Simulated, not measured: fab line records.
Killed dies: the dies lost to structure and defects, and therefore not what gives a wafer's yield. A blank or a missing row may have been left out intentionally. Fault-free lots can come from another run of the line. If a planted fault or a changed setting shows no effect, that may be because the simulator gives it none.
Struck lot and sound lot, side by side | flow berkeley cmos170 | 44 steps out of a route of 331
Sound: the wafers L838.1, L838.2, L838.4. Struck: wafers L851.4, L851.5, L851.6. The cause comes at the end.
Order at every step that has rows: each side's tool, ch and its chambers, its first start. Under that, the readings that differ: sound wafers | struck wafers | difference of the means | sigmas: that difference in standard deviations of wafers without a fault.
alike: readings whose means differ by less than 2 such deviations, and words and numbers that are the same on both sides. not compared: withheld readings, readings that some wafer has no value for, bounds like >300 that may hide the same value, and numbers for which the record gives no deviation and whose values overlap.
A row with sigmas, a row that says differs or no value, or rows on one side alone: a step with any of these is where the two part. Numbers that have no deviation but don't overlap get no sigmas and don't part them. A reading missing from all wafers of one side parts the sides only when that side holds two or more wafers.

UCB170_GATE_STRIP_16: strips in O2.
  sound on plasma asher-03 ch 0,1, day 8 01:37; struck on plasma asher-02 ch 0,1, day 10 03:27
  alike: drypump motor current A, oes product au
  not compared: rf hours counter h
UCB170_GATE_CD_MEAS_90: target cd 350 nm.
  sound on cd sem-01, day 8 01:43; struck on cd sem-01, day 10 03:35
  reading    | sound             | struck            | difference | sigmas
  cd nm (nm) | 353.5 352.4 353.7 | 351.2 348.5 349.6 | -3.4       | -2
then, 7 steps without rows for these wafers: UCB170_GATE_CLEAN_17 (cleans in SPM, time 600 s); UCB170_PLDD_HMDS_00 (prime time 60 s); UCB170_PLDD_COAT_01 (resist thk 900 nm); UCB170_PLDD_SOFTBAKE_02 (time 60 s); UCB170_PLDD_EXPOSE_03 (exposes mask PSELECT, target cd 1200 nm); UCB170_PLDD_PEB_04; UCB170_PLDD_DEVELOP_05 (develop time 45 s).
UCB170_PLDD_CD_MEAS_06: target cd 1200 nm.
  sound on cd sem-01, day 8 03:05; struck on cd sem-01, day 10 05:58
  alike: cd nm
UCB170_PLDD_OVL_MEAS_07:
  sound on overlay-01, day 8 03:12; struck on overlay-01, day 10 06:02
  alike: PLDD_OVL
then, 1 step without rows for these wafers: UCB170_PLDD_IMPLANT_08.
UCB170_PLDD_IMPLANT_09:
  sound on implanter-04 ch 0, day 8 03:23; struck on implanter-03 ch 0, day 10 06:17
  reading            | sound                         | struck                        | difference | sigmas
  dose ions cm2      | 4.997e+13 5.002e+13 5.002e+13 | 4.396e+13 4.404e+13 4.398e+13 | -6.010e+12 | -99 or more
  faraday current uA | 158 162 160                   | 140 139 141                   | -20        | -6
UCB170_PLDD_STRIP_10: strips in O2.
  sound on plasma asher-03 ch 0,1, day 8 03:32; struck on plasma asher-04 ch 0,1, day 10 06:23
  reading                     | sound       | struck      | difference | sigmas
  drypump motor current A (A) | 5.6 5.3 5.3 | 6.6 6.1 6.6 | +1.0       | +2
  alike: oes product au, strip time to endpoint s
  not compared: rf hours counter h
UCB170_PLDD_TW_MEAS_11:
  sound on film metro-01, day 8 03:38; struck on film metro-03, day 10 06:29
  reading | sound          | struck      | difference | sigmas
  PLDD_TW | 1010 1013 1020 | 989 990 988 | -25        | -3
then, 7 steps without rows for these wafers: UCB170_PLDD_CLEAN_12 (cleans in SPM, time 600 s); UCB170_NLDD_HMDS_00 (prime time 60 s); UCB170_NLDD_COAT_01 (resist thk 900 nm); UCB170_NLDD_SOFTBAKE_02 (time 60 s); UCB170_NLDD_EXPOSE_03 (exposes mask NSELECT, target cd 1200 nm); UCB170_NLDD_PEB_04; UCB170_NLDD_DEVELOP_05 (develop time 42.84 s).
UCB170_NLDD_CD_MEAS_06: target cd 1200 nm.
  sound on cd sem-02, day 8 04:51; struck on cd sem-01, day 10 07:59
  alike: cd nm
UCB170_NLDD_OVL_MEAS_07:
  sound on overlay-02, day 8 04:58; struck on overlay-01, day 10 08:04
  alike: NLDD_OVL
then, 2 steps without rows for these wafers: UCB170_NLDD_IMPLANT_08; UCB170_NLDD_IMPLANT_09.
UCB170_NLDD_STRIP_10: strips in O2.
  sound on plasma asher-04 ch 0,1, day 8 05:19; struck on plasma asher-01 ch 0,1, day 10 08:25
  reading                      | sound             | struck            | difference | sigmas
  strip time to endpoint s (s) | 21.54 21.43 21.50 | 21.73 21.70 21.68 | +0.21      | +4
  alike: drypump motor current A, oes product au
  not compared: rf hours counter h
UCB170_NLDD_TW_MEAS_11:
  sound on film metro-01, day 8 05:25; struck on film metro-03, day 10 08:31
  alike: NLDD_TW
then, 1 step without rows for these wafers: UCB170_NLDD_CLEAN_12 (cleans in SPM, time 600 s).
UCB170_SPACER_CVD_00: deposits SiO2 from TEOS/O2, target thk 376 nm, time 47 s.
  sound on pecvd-01 ch 0,1,2, day 8 05:38; struck on pecvd-04 ch 0,1,2, day 10 08:44
  alike: heater power w
UCB170_SPACER_THK_MEAS_01:
  sound on film metro-04, day 8 05:41; struck on film metro-03, day 10 08:47
  alike: SPACER_TEOS_THK
then, 1 step without rows for these wafers: UCB170_SPACER_ANNEAL_02 (time 1800 s).
UCB170_SPACER_ETCHBACK_03: etches SiO2 in CHF3/CF4/Ar, stops on Si, target depth 376 nm, time 100 s.
  sound on rie diel-02 ch 0,2,3, day 8 11:25; struck on rie diel-02 ch 0,1, day 10 14:44
  alike: cf4 flow sccm, drypump motor current A, oes product au, throttle valve pct
  not compared: rf hours counter h
then, 6 steps without rows for these wafers: UCB170_PSD_HMDS_00 (prime time 60 s); UCB170_PSD_COAT_01 (resist thk 900 nm); UCB170_PSD_SOFTBAKE_02 (time 60 s); UCB170_PSD_EXPOSE_03 (exposes mask PSELECT MOD, target cd 1200 nm); UCB170_PSD_PEB_04; UCB170_PSD_DEVELOP_05 (develop time 45 s).
UCB170_PSD_CD_MEAS_06: target cd 1200 nm.
  sound on cd sem-01, day 8 12:27; struck on cd sem-01, day 10 16:23
  alike: cd nm
UCB170_PSD_OVL_MEAS_07:
  sound on overlay-02, day 8 12:34; struck on overlay-02, day 10 16:28
  alike: PSD_OVL
then, 1 step without rows for these wafers: UCB170_PSD_IMPLANT_08.
UCB170_SDANNEAL_RS_MEAS_04: uses a four-point probe to measure.
  sound on film metro-03, day 8 15:50; struck on film metro-02, day 11 00:31
  reading          | sound                | struck               | difference | sigmas
  PLDD_RS (ohm/sq) | 1032.1 1034.7 1032.4 | 1082.6 1087.4 1085.0 | +51.9      | +19
UCB170_M3_PROBE_99:
  sound on prober-02, day 9 14:49; struck on prober-02, day 12 01:07
  reading                               | sound                | struck        | difference | sigmas
  model.etest.pldd.line ohm um          | 1837 1827 1896       | 1908 1920     | +61        |
  model.etest.pldd.rs ohm sq            | 1104 1115 1114       | 1185 1185     | +74        |
  model.etest.pmos_0p35.isub log10 a um | -8.246 -8.195 -8.244 | -8.383 -8.36  | -0.143     |
  model.etest.pmos_0p35.overlap ff um   | 0.3794 0.3788 0.3741 | 0.3645 0.3615 | -0.0144    |

== WHERE THEY PART ==
At UCB170_GATE_CD_MEAS_90 first; at UCB170_SDANNEAL_RS_MEAS_04 last (within this record only).

WHY: what had been put in by the simulator
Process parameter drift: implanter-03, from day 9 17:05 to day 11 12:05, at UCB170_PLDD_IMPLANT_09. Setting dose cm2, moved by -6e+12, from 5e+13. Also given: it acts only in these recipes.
